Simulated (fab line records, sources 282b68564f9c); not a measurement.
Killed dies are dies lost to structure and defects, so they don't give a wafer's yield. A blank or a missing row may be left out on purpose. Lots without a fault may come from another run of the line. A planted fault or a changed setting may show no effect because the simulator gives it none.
Split-lot experiment | flow rit_cmos | 5 lots, 23 wafers read, on a route of 202 steps

THE SPLIT
At RIT_ACTIVE_DEVELOP_10 (develop time 50 s), the setting develop_time_s was moved away from the recipe's 50 s on 8 of the 23 wafers read, by -12.1% to +10.9%. The other wafers ran this setting at the recipe's value.

FROM THE SPLIT TO THE READING: what the file shows between them, 4 steps
- RIT_ACTIVE_CD_MEAS_11: target cd 1400 nm
- RIT_ACTIVE_HARDBAKE_12: time 60 s
- RIT_ACTIVE_ETCH_13: etches Si3N4 in SF6, stops on SiO2, time 210 s, target depth 210 nm
- RIT_ACTIVE_STRIP_14: strips in O2, time 180 s

THE READING
cd_nm, in nm, at RIT_ACTIVE_CD_MEAS_90 (target cd 1400 nm). Fault-free wafers of this fab line usually give 1399.6 nm, standard deviation 2.7 nm.

wafer  | tool, chamber at the split | develop_time_s as run, s | against the recipe | cd_nm, nm | against lot-mates on the recipe
L074.1 | litho_track-03, 0          | 50                       | recipe             | 1398.6    | -
L074.2 | litho_track-03, 0          | 50                       | recipe             | 1398.8    | -
L074.4 | litho_track-03, 0          | 50                       | recipe             | 1397.6    | -
L074.5 | litho_track-03, 0          | 50                       | recipe             | 1396.6    | -
L074.6 | litho_track-03, 0          | 50                       | recipe             | 1397.0    | -
L078.1 | litho_track-02, 0          | 50                       | recipe             | 1402.2    | -
L078.2 | litho_track-02, 0          | 50                       | recipe             | 1401.2    | -
L078.3 | litho_track-02, 0          | 50                       | recipe             | 1401.2    | -
L078.4 | litho_track-02, 0          | 54.21                    | +8.4%              | 1391.7    | -9.8
L078.6 | litho_track-02, 0          | 54.21                    | +8.4%              | 1395.4    | -6.1
L079.2 | litho_track-02, 0          | 43.96                    | -12.1%             | 1418.0    | +13.8
L079.3 | litho_track-02, 0          | 43.96                    | -12.1%             | 1419.5    | +15.3
L079.4 | litho_track-02, 0          | 43.96                    | -12.1%             | 1416.2    | +12.0
L079.5 | litho_track-02, 0          | 50                       | recipe             | 1405.2    | -
L079.6 | litho_track-02, 0          | 50                       | recipe             | 1403.2    | -
L084.1 | litho_track-03, 0          | 50                       | recipe             | 1396.1    | -
L084.4 | litho_track-03, 0          | 50                       | recipe             | 1397.2    | -
L084.5 | litho_track-03, 0          | 50                       | recipe             | 1397.1    | -
L085.2 | litho_track-01, 0          | 55.44                    | +10.9%             | 1392.4    | -9.8
L085.3 | litho_track-01, 0          | 50                       | recipe             | 1400.4    | -
L085.4 | litho_track-01, 0          | 50                       | recipe             | 1403.9    | -
L085.5 | litho_track-01, 0          | 55.44                    | +10.9%             | 1392.4    | -9.8
L085.6 | litho_track-01, 0          | 55.44                    | +10.9%             | 1394.8    | -7.4

THE FIT
A straight line over all 23 wafers: cd_nm changes by -1.07 nm for each +1% of develop_time_s; r = -0.90; the points scatter about the line by 3.5 nm.
The same after taking each lot's own level away (the mean of its wafers on the recipe; 23 wafers): -0.995 nm for each +1%; r = -0.98; scatter 1.4 nm.
On that fit, the largest move of develop_time_s shifts the reading by 12 nm.
The lots' own levels span 1396.80 to 1404.20 nm, that is 2.7 times the standard deviation above.
So the lot-to-lot level changes the slope little: the two slopes agree.
Check: with one of the wafers moved furthest among these (-12.1%) left out of the fit, the line predicts +12.2 nm for it against its lot-mates. It came out at +13.8 nm against them.

OTHER SPLITS ON THESE WAFERS
These wafers also went through other splits before the reading. Each is held against what the fit with the lots' levels taken away leaves over:
other split on the same wafers | wafers away from the commonest value | r with cd_nm (lot level and that fit taken away)
RIT_ACTIVE_OXIDATION_01 temp_c | 15                                   | -0.01
RIT_ACTIVE_SOFTBAKE_07 temp_c  | 11                                   | -0.45

THE WHOLE CHAIN: every reading that the file lists as answering this split, in the file's order
step                  | what it does                                                        | reading                                                       | change (the file's fit)               | r (the file's)
RIT_ACTIVE_CD_MEAS_11 | target cd 1400 nm                                                   | cd_nm                                                         | -0.983 nm for each +1% of the setting | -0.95
RIT_ACTIVE_ETCH_13    | etches Si3N4 in SF6, stops on SiO2, time 210 s, target depth 210 nm | ACTIVE.cd_nm (the simulator's own value, which no gauge read) | -0.976 nm for each +1% of the setting | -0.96
RIT_ACTIVE_CD_MEAS_90 | target cd 1400 nm                                                   | cd_nm                                                         | -0.985 nm for each +1% of the setting | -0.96

THE FILE'S OWN FIT
cd_nm changes by -0.985 nm for each +1% of develop_time_s, r = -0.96.
